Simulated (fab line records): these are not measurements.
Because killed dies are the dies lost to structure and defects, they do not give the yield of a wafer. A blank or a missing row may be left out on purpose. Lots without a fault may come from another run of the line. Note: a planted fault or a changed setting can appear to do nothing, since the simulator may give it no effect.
fab line records ; flow berkeley_cmos170
[record] lots = 6; wafers = 18; last_day = 12
route steps=331 shown PVT@124 GATE@125 FIELD@126
lots that met no fault: from a run of the same line without faults
start_h: hours from the record's opening day to when the first of the lot's shown wafers began ; wait_h: hours since the lot's step before ; " as in the row above ; L1.1+2: several wafers, shown together as one row ; - no value, or no start was given ; * or withheld: withheld ; < > ~ a bound
route shown NAME@n: NAME is a module with steps in the file, n the number in the route of the first one ; usual: average and standard deviation across the fault-free wafers ; same: alike in all rows ; chamber/n: place in a boat ; sites: each site's reading ; _std_site: standard deviation across them ; _edge_site: mean of outer sites minus mean of inner sites ; radius_mm: how far each site lies from the wafer's centre ; mask NAME#n: copy n ; behind: tool/chamber where the wafer was last shaped ; hold: why the lot was held/for how many hours/how that ended ; device: whichever transistor did not switch (one of n, p or np) ; end of line: the same wafers' tests at the end of the route ; where a step has no rows: the recipe by itself ; killed: at the first sort, the dies lost to defects and structure; wafer yield is something else ; map: per-die view of a wafer (x killed, . not killed, _ where there is no die)
set.NAME: setting as actually run; set.NAME@STEP: the setting as run at that earlier step ; model.NAME: the simulator's own value behind a step, which no gauge read
lots at selected steps of the route; one table per step, one row per wafer
[[steps]]
[step UCB170_PVT_TW_MEAS_09]
[usual] PVT_TW = 504.5/2.9
lot.wafer;tool;chamber;start_h;wait_h;PVT_TW
L980.1;film_metro-04;-;163.53;0.1;505.9
L980.3;film_metro-04;-;163.53;0.1;504.4
L980.6;film_metro-04;-;163.53;0.1;506.1
L982.1;film_metro-02;-;164.08;0.1;502.1
L982.2;film_metro-02;-;164.08;0.1;505.0
L982.5;film_metro-02;-;164.08;0.1;506.3
L986.3;film_metro-04;-;183.05;0.1;499.3
L986.4;film_metro-04;-;183.05;0.1;502.4
L986.5;film_metro-04;-;183.05;0.1;502.0
L988.2;film_metro-04;-;194.80;0.1;503.8
L988.3;film_metro-04;-;194.80;0.1;500.1
L988.4;film_metro-04;-;194.80;0.1;500.4
L990.2;film_metro-04;-;213.37;0.1;500.7
L990.3;film_metro-04;-;213.37;0.1;503.0
L990.4;film_metro-04;-;213.37;0.1;503.8
L994.1;film_metro-01;-;225.96;0.1;503.9
L994.4;film_metro-01;-;225.96;0.1;505.3
L994.5;film_metro-01;-;225.96;0.1;504.9
[step UCB170_GATE_WET_ETCH_00]
[recipe] chemistry = dHF; dilution = 25:1; target = SiO2; temp_c = 25; time_s = 200
[step UCB170_FIELD_THK_MEAS_91]
[recipe] reads = SiO2_of_FIELD_OXIDATION_01
[usual] FIELD_OXIDE_LEFT_2_THK = 352/11
lot.wafer;tool;chamber;start_h;wait_h;FIELD_OXIDE_LEFT_2_THK[nm]
L980.1;film_metro-01;-;163.65;0.0;376
L980.3;film_metro-01;-;163.65;0.0;359
L980.6;film_metro-01;-;163.65;0.0;367
L982.1;film_metro-01;-;164.20;0.0;340
L982.2;film_metro-01;-;164.20;0.0;345
L982.5;film_metro-01;-;164.20;0.0;344
L986.3;film_metro-04;-;183.30;0.0;339
L986.4;film_metro-04;-;183.30;0.0;348
L986.5;film_metro-04;-;183.30;0.0;340
L988.2;film_metro-01;-;196.48;0.0;342
L988.3;film_metro-01;-;196.48;0.0;340
L988.4;film_metro-01;-;196.48;0.0;331
L990.2;film_metro-01;-;214.08;0.0;356
L990.3;film_metro-01;-;214.08;0.0;356
L990.4;film_metro-01;-;214.08;0.0;360
L994.1;film_metro-04;-;226.09;0.0;340
L994.4;film_metro-04;-;226.09;0.0;347
L994.5;film_metro-04;-;226.09;0.0;343
[step UCB170_GATE_OXIDATION_01]
[recipe] temp_c = 850; ambient = O2; target_thk_a = 66; ox_time_s = 1800
[step UCB170_GATE_THK_MEAS_02]
[recipe] reads = SiO2_of_GATE_OXIDATION_01
[usual] GATE_OXIDE_THK = 6.56/0.15
lot.wafer;tool;chamber;start_h;wait_h;GATE_OXIDE_THK[nm]
L980.1;film_metro-02;-;171.02;0.0;6.78
L980.3;film_metro-02;-;171.02;0.0;6.72
L980.6;film_metro-02;-;171.02;0.0;6.86
L982.1;film_metro-03;-;171.02;0.0;6.40
L982.2;film_metro-03;-;171.02;0.0;6.36
L982.5;film_metro-03;-;171.02;0.0;6.58
L986.3;film_metro-02;-;187.99;0.0;6.57
L986.4;film_metro-02;-;187.99;0.0;6.55
L986.5;film_metro-02;-;187.99;0.0;6.55
L988.2;film_metro-02;-;198.10;0.1;6.48
L988.3;film_metro-02;-;198.10;0.1;6.48
L988.4;film_metro-02;-;198.10;0.1;6.37
L990.2;film_metro-03;-;218.13;0.0;6.86
L990.3;film_metro-03;-;218.13;0.0;6.89
L990.4;film_metro-03;-;218.13;0.0;6.71
L994.1;film_metro-02;-;231.43;0.0;6.63
L994.4;film_metro-02;-;231.43;0.0;6.58
L994.5;film_metro-02;-;231.43;0.0;6.66
[step UCB170_GATE_ANNEAL_03]
[recipe] temp_c = 900; time_s = 1800; ambient = N2
[step UCB170_GATE_CVD_04]
[recipe] material = poly-Si; temp_c = 610; precursor = SiH4; time_s = 1440; pressure_mtorr = 375; target_thk_nm = 214; sih4_flow_sccm = 120
[step UCB170_GATE_THK_MEAS_05]
[recipe] reads = poly-Si_of_GATE_CVD_04
[usual] GATE_POLY_THK = 215.4/2
lot.wafer;tool;chamber;start_h;wait_h;GATE_POLY_THK[nm]
L980.1;film_metro-04;-;176.82;0.0;216.6
L980.3;film_metro-04;-;176.82;0.0;216.9
L980.6;film_metro-04;-;176.82;0.0;213.8
L982.1;film_metro-03;-;176.82;0.0;214.1
L982.2;film_metro-03;-;176.82;0.0;212.1
L982.5;film_metro-03;-;176.82;0.0;212.2
L986.3;film_metro-03;-;192.14;0.0;214.5
L986.4;film_metro-03;-;192.14;0.0;217.7
L986.5;film_metro-03;-;192.14;0.0;215.6
L988.2;film_metro-02;-;202.86;0.0;213.0
L988.3;film_metro-02;-;202.86;0.0;213.5
L988.4;film_metro-02;-;202.86;0.0;212.2
L990.2;film_metro-02;-;225.11;0.0;213.8
L990.3;film_metro-02;-;225.11;0.0;214.0
L990.4;film_metro-02;-;225.11;0.0;214.2
L994.1;film_metro-04;-;237.33;0.0;216.3
L994.4;film_metro-04;-;237.33;0.0;218.8
L994.5;film_metro-04;-;237.33;0.0;218.1
[step UCB170_GATE_COAT_06]
[recipe] resist = BARC; temp_c = withheld; time_s = withheld; spin_rpm = 3000; resist_thk_nm = withheld
[step UCB170_GATE_COAT_07]
[recipe] resist = KrF; spin_rpm = 1500; resist_thk_nm = 900
[step UCB170_GATE_SOFTBAKE_08]
[recipe] resist = KrF; temp_c = 130; time_s = 60
[step UCB170_GATE_EXPOSE_09]
[recipe] mask_id = POLY; target_cd_nm = 350; na = 0.5; sigma_outer = 0.6; source_shape = conventional; dose_mj = 21
[step UCB170_GATE_PEB_10]
[recipe] peb_temp_c = 130; peb_time_s = withheld; resist = KrF
[usual] chill_plate_temp_C = 23.03/0.11; exhaust_pa = 45.0/0.79
lot.wafer;tool;chamber;start_h;wait_h;chill_plate_temp_C;exhaust_pa
L980.1;litho_track-03;-;177.77;0.3;-;-
L980.3;litho_track-03;-;177.77;0.3;-;-
L980.6;litho_track-03;-;177.77;0.3;-;-
L982.1;litho_track-01;-;177.96;0.4;-;-
L982.2;litho_track-01;-;177.96;0.4;-;-
L982.5;litho_track-01;-;177.96;0.4;-;-
L986.3;litho_track-03;0;193.28;0.4;22.94;44.5
L986.4;litho_track-03;0;193.28;0.4;23.13;43.7
L986.5;litho_track-03;0;193.28;0.4;22.92;44.2
L988.2;litho_track-02;0;203.88;0.1;23.01;45.4
L988.3;litho_track-02;0;203.88;0.1;23.07;46.0
L988.4;litho_track-02;0;203.88;0.1;23.13;46.7
L990.2;litho_track-02;0;226.27;0.1;22.96;44.7
L990.3;litho_track-02;0;226.27;0.1;22.98;45.4
L990.4;litho_track-02;0;226.27;0.1;23.06;45.1
L994.1;litho_track-01;0;238.19;0.1;23.12;44.6
L994.4;litho_track-01;0;238.19;0.1;23.00;45.6
L994.5;litho_track-01;0;238.19;0.1;23.07;45.0
[step UCB170_GATE_DEVELOP_11]
[recipe] developer = TMAH; develop_time_s = 45; resist = KrF; dev_temp_c = 21
[[key]]
[first_sign] step = UCB170_GATE_PEB_10; reading = tool_record; direction = missing
effect none on later readings
met_at UCB170_GATE_PEB_10
struck_wafers L980.1,L980.3,L980.6,L982.1,L982.2,L982.5
later_rows_left_out L980.1,L980.3,L980.6,L982.1,L982.2,L982.5
sort_left_out L980.1,L980.3,L980.6,L982.1,L982.2,L982.5
tester_left_out L980,L982
[fault] kind = skipped_step_whole; tool = litho_track-01,litho_track-03; chamber = -; onset_h = 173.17; steps = UCB170_GATE_PEB_10; scope = struck_lots_only
// tester_left_out: of these lots the tester's yield and bins aren't shown, on N5 and GAA mostly nor the transistor test; their killed dies are dies lost to structure and defects alone, not to doping, threshold or leakage, so they don't give the yield
// sort_left_out: the simulated sort isn't trusted on such a fault, so these wafers' sort isn't shown, and their yield isn't known
// later_rows_left_out: the simulator's readings of these wafers behind a module that went badly wrong aren't trusted and aren't shown, but for the sort
